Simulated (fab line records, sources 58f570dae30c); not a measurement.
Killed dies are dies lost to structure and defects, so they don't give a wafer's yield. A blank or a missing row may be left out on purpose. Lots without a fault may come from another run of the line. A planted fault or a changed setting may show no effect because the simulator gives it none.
fab line records | flow berkeley_cmos170
record lots=5 wafers=15 last_day=11
route steps=331 shown NSD@195 BACKSIDE@199 SDANNEAL@204
lots that met no fault: from a run of the same line without faults
start_h: hours from the record's first day to the start of the lot's first wafer shown | wait_h: hours since the lot's step before | " the same as in the row above | L1.1+2: a row that stands for several wafers | - no value, or no start given | * or withheld: withheld | < > ~ a bound
route shown NAME@n: a module of which the file shows steps, and the number in the route of the first | usual: mean/standard deviation of fault-free wafers | same: alike in all rows | chamber/n: place in a boat | sites: the reading at each site | _std_site: their standard deviation | _edge_site: outer sites' mean less inner sites' | radius_mm: how far each site lies from the wafer's centre | mask NAME#n: copy n | behind: the tool/chamber that last shaped the wafer | hold: why the lot was held/for how many hours/how that ended | device: the transistor (n, p or np) that didn't switch | end of line: the same wafers' tests at the end of the route | a step without rows: its recipe alone | killed: dies lost to structure and defects at the first sort, not the wafer's yield | map: a wafer's dies, x killed, . not, _ none there
set.NAME: the setting as run; set.NAME@STEP: as run at that earlier step | model.NAME: the simulator's own value behind a step, which no gauge read
lots at some steps of the route; a table a step, a row a wafer
services: from which hour (start_h, from the record's first day; less than 0 if before it) a tool's chamber was out of use, for how many hours, and why
## steps
# step UCB170_NSD_IMPLANT_08
# recipe species=P dose_cm2=3e+15 energy_kev=40 tilt_deg=7
# columns lot.wafer tool chamber start_h wait_h
L076.2+4+6 implanter-03 0 149.48 0.0
L075.1+3+5 implanter-02 0 150.45 0.0
L079.1+4+5 implanter-03 0 168.33 0.0
L090.1+2+4 implanter-01 0 218.03 0.0
L095.1+3+6 implanter-01 0 241.08 0.0
# step UCB170_NSD_STRIP_09
# recipe chemistry=O2 power_w=400 pressure_mtorr=3500 platen_temp_c=withheld o2_flow_sccm=400 overash_fraction=0.5
# usual drypump_motor_current_A=5.6/0.57 oes_product_au=0.534/0.0045 strip_time_to_endpoint_s=35.81/0.08
# columns lot.wafer tool chamber start_h wait_h drypump_motor_current_A oes_product_au rf_hours_counter_h strip_time_to_endpoint_s
L076.2 plasma_asher-04 1 149.60 0.1 5.3 0.533 45 35.95
L076.4 " 1 " " 5.3 0.536 - 35.95
L076.6 " 0 " " 4.6 0.536 - 35.92
L075.1 plasma_asher-01 0 150.60 0.1 5.7 0.531 44 35.82
L075.3 " 0 " " 5.7 0.530 - 35.87
L075.5 " 1 " " 6.1 0.529 - 35.84
L079.1 plasma_asher-02 0 168.48 0.1 5.8 0.531 6 35.83
L079.4 " 0 " " 5.8 0.531 - 35.94
L079.5 " 0 " " 5.8 0.525 - 35.91
L090.1 plasma_asher-04 0 218.18 0.1 4.6 0.540 53 35.83
L090.2 " 1 " " 5.2 0.535 53 35.88
L090.4 " 0 " " 4.6 0.530 - 35.87
L095.1 plasma_asher-04 0 241.23 0.1 4.6 0.534 56 35.83
L095.3 " 0 " " 4.6 0.534 - 35.78
L095.6 " 1 " " 5.3 0.540 - 35.79
# step UCB170_NSD_TW_MEAS_10
# usual NSD_TW=4151/39
# columns lot.wafer tool chamber start_h wait_h NSD_TW
L076.2 film_metro-03 - 149.71 0.1 4225
L076.4 " - " " 4191
L076.6 " - " " 4197
L075.1 film_metro-01 - 150.72 0.1 4122
L075.3 " - " " 4104
L075.5 " - " " 4117
L079.1 film_metro-01 - 168.58 0.1 4130
L079.4 " - " " 4127
L079.5 " - " " 4144
L090.1 film_metro-01 - 218.28 0.1 4131
L090.2 " - " " 4137
L090.4 " - " " 4139
L095.1 film_metro-03 - 241.33 0.1 4202
L095.3 " - " " 4190
L095.6 " - " " 4177
# step UCB170_NSD_CLEAN_11
# recipe chemistry=SPM temp_c=120 time_s=600
# usual bath_guard_temp_C=120.23/0.27
# columns lot.wafer tool chamber start_h wait_h bath_guard_temp_C
L076.2 wet_bench-02 2 149.76 0.0 120.36
L076.4 " 2 " " 120.44
L076.6 " 2 " " 120.36
L075.1 wet_bench-04 3 150.78 0.1 119.67
L075.3 " 3 " " 119.91
L075.5 " 3 " " 119.69
L079.1 wet_bench-02 0 171.28 2.7 119.44
L079.4 " 0 " " 120.02
L079.5 " 0 " " 120.13
L090.1 wet_bench-02 1 218.34 0.1 120.09
L090.2 " 1 " " 119.85
L090.4 " 1 " " 120.21
L095.1 wet_bench-02 0 241.39 0.1 120.36
L095.3 " 0 " " 120.33
L095.6 " 0 " " 120.25
# step UCB170_BACKSIDE_HMDS_00
# recipe prime_time_s=60 prime_temp_c=100
# columns lot.wafer tool chamber start_h wait_h
L076.2+4+6 litho_track-01 0 150.63 0.7
L075.1+3+5 litho_track-02 0 151.47 0.5
L079.1+4+5 litho_track-01 0 171.73 0.3
L090.1+2+4 litho_track-01 0 218.54 0.0
L095.1+3+6 litho_track-02 0 241.56 0.0
# step UCB170_BACKSIDE_COAT_01
# recipe resist=KrF spin_rpm=1500 resist_thk_nm=900
# columns lot.wafer tool chamber start_h wait_h
L076.2+4+6 litho_track-01 0 150.78 0.1
L075.1+3+5 litho_track-02 0 151.62 0.1
L079.1+4+5 litho_track-01 0 171.88 0.1
L090.1+2+4 litho_track-01 0 218.69 0.1
L095.1+3+6 litho_track-02 0 241.71 0.1
# step UCB170_BACKSIDE_SOFTBAKE_02
# recipe resist=KrF temp_c=130 time_s=60
# columns lot.wafer tool chamber start_h wait_h
L076.2+4+6 litho_track-01 0 150.93 0.1
L075.1+3+5 litho_track-02 0 151.77 0.1
L079.1+4+5 litho_track-01 0 172.03 0.1
L090.1+2+4 litho_track-01 0 218.84 0.1
L095.1+3+6 litho_track-02 0 241.86 0.1
# step UCB170_BACKSIDE_STRIP_03
# recipe chemistry=O2 power_w=400 pressure_mtorr=3500 platen_temp_c=withheld o2_flow_sccm=400 overash_fraction=0.5
# usual drypump_motor_current_A=5.92/0.23 oes_product_au=0.734/0.004 strip_time_to_endpoint_s=21.96/0.067
# columns lot.wafer tool chamber start_h wait_h drypump_motor_current_A oes_product_au rf_hours_counter_h strip_time_to_endpoint_s
L076.2 plasma_asher-03 1 151.06 0.1 5.64 0.733 36 21.93
L076.4 " 1 " " 5.64 0.732 - 21.90
L076.6 " 0 " " 6.09 0.735 - 21.94
L075.1 plasma_asher-01 0 151.92 0.1 5.72 0.739 44 22.00
L075.3 " 0 " " 5.72 0.732 - 21.98
L075.5 " 1 " " 6.09 0.730 - 22.03
L079.1 plasma_asher-02 1 172.18 0.1 6.25 0.735 7 21.99
L079.4 " 0 " " 5.85 0.741 - 22.06
L079.5 " 1 " " 6.26 0.735 - 22.02
L090.1 plasma_asher-01 0 218.99 0.1 5.69 0.742 51 21.95
L090.2 " 1 " " 6.13 0.735 51 21.88
L090.4 " 0 " " 5.69 0.737 - 21.96
L095.1 plasma_asher-01 1 242.01 0.1 6.11 0.739 53 21.94
L095.3 " 0 " " 5.70 0.734 - 22.02
L095.6 " 1 " " 6.08 0.731 - 22.01
# step UCB170_BACKSIDE_CLEAN_04
# recipe chemistry=SPM temp_c=120 time_s=600
# usual bath_guard_temp_C=120.0/0.44
# columns lot.wafer tool chamber start_h wait_h bath_guard_temp_C
L075.1 wet_bench-02 1 154.71 2.7 120.7
L075.3 " 1 " " 120.4
L075.5 " 1 " " 120.1
L076.2 wet_bench-02 0 154.71 3.6 120.5
L076.4 " 0 " " 119.9
L076.6 " 0 " " 119.9
L079.1 wet_bench-03 1 172.29 0.1 119.6
L079.4 " 1 " " 119.6
L079.5 " 1 " " 119.9
L090.1 wet_bench-02 3 219.09 0.1 120.1
L090.2 " 3 " " 120.3
L090.4 " 3 " " 120.0
L095.1 wet_bench-02 2 242.11 0.1 120.3
L095.3 " 2 " " 119.9
L095.6 " 2 " " 120.5
# step UCB170_SDANNEAL_RTA_00
# recipe temp_c=900 time_s=10.15 ambient=N2
# usual lamp_power_pct=23.4/1.5 wafer_temp_C_max=904.5/1.5
# columns lot.wafer tool chamber start_h wait_h lamp_power_pct wafer_temp_C_max
L075.1 rtp_anneal-02 0 154.88 0.0 22.2 904.2
L075.3 " 0 " " 22.2 906.5
L075.5 " 0 " " 22.2 904.4
L076.2 rtp_anneal-01 0 154.89 0.0 25.2 904.4
L076.4 " 0 " " 25.2 904.4
L076.6 " 0 " " 25.2 903.6
L079.1 rtp_anneal-02 0 172.47 0.0 22.2 904.7
L079.4 " 0 " " 22.2 907.3
L079.5 " 0 " " 22.2 905.4
L090.1 rtp_anneal-01 0 219.26 0.0 25.2 904.4
L090.2 " 0 " " 25.1 903.5
L090.4 " 0 " " 25.2 903.1
L095.1 rtp_anneal-01 0 242.29 0.0 25.1 903.3
L095.3 " 0 " " 25.2 904.3
L095.6 " 0 " " 25.2 903.5
## services
# columns tool chamber start_h hours kind
rtp_anneal-01 - 131.52 6.3 pm
implanter-02 - 133.83 4.3 pm
implanter-01 - 135.05 25.3 pm
plasma_asher-01 - 148.51 0.3 repair
implanter-01 - 161.74 9.2 pm
plasma_asher-04 - 174.07 3.2 repair
implanter-03 - 189.35 4.5 pm
implanter-02 - 191.50 3.1 repair
wet_bench-03 - 194.22 1.9 pm
implanter-01 - 198.21 1.3 repair
plasma_asher-01 - 203.56 14.3 repair
implanter-01 - 207.51 4.8 pm
wet_bench-04 - 218.80 43.6 pm
implanter-02 - 236.71 22.9 pm
## key
fault none
